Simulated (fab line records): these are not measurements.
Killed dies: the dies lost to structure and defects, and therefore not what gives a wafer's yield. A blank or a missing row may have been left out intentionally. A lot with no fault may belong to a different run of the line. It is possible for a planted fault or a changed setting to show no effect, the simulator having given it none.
A single fault, viewed from 2 desks | flow rit_cmos | every desk sees just its own numbers, and what lay behind them comes last

## FOR THE TOOL OWNER'S DESK: pecvd-03
The tool's own readings at RIT_CONTACT_CVD_00 (deposits SiO2 from TEOS, target thk 400 nm, time 61.82 s): means of the sampled wafers that have a number, for each lot that ran on this tool. A lot is out of limits, marked OUT, if its mean lies more than 4 standard deviations from the usual mean; the brackets give that distance.
Columns: A = heater_power_w at RIT_CONTACT_CVD_00, usual 323 W
lot  | first seen here | A
L425 | day 3 12:03     | 331
L428 | day 4 03:57     | 329
L434 | day 5 09:13     | 327
L437 | day 6 00:23     | 294
Result from this desk: across the 4 lots, nothing is out of limits.

## AT THE METROLOGY DESK
What the gauges read for every lot (on any tool): the sampled wafers with a number, averaged. A lot is out of limits, marked OUT, if its mean lies more than 4 standard deviations from the usual mean; the brackets give that distance.
Columns: A = CONTACT_TEOS_THK at RIT_CONTACT_THK_MEAS_01, usual 406 nm
lot  | first seen here | A
L423 | day 3 02:30     | 404
L424 | day 3 08:18     | 408
L425 | day 3 12:06     | 413
L427 | day 3 21:44     | 405
L428 | day 4 04:00     | 410
L429 | day 4 09:38     | 398
L430 | day 4 13:06     | 404
L434 | day 5 09:16     | 441 (+6.1) OUT
L435 | day 5 14:17     | 403
L437 | day 6 00:26     | 446 (+7.0) OUT
L439 | day 6 11:03     | 412
L441 | day 6 21:01     | 403
L444 | day 7 12:04     | 405
L445 | day 7 18:28     | 402
Finding of this desk: L434, L437 out of limits, first seen on L434 at day 5 09:16 (CONTACT_TEOS_THK at RIT_CONTACT_THK_MEAS_01). Within limits: L423, L424, L425, L427, L428, L429, L430, L435, L439, L441, L444, L445.

## ALL TOGETHER
L434, L437 would have let the metrology desk raise an alarm at day 5 09:16.
The desk of the tool owner found nothing out of limits.
The tool owner's desk has L434, L437 on record, within its limits.
The lots listed all ran RIT_CONTACT_CVD_00 on pecvd-03.

## WHAT THE SIMULATOR PUT IN
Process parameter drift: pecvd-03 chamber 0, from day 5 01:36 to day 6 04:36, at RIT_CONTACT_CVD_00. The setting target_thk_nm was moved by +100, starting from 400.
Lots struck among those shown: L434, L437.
Time in hours between the start of the fault and the first out-of-limits reading at each desk: metrology desk, 8.
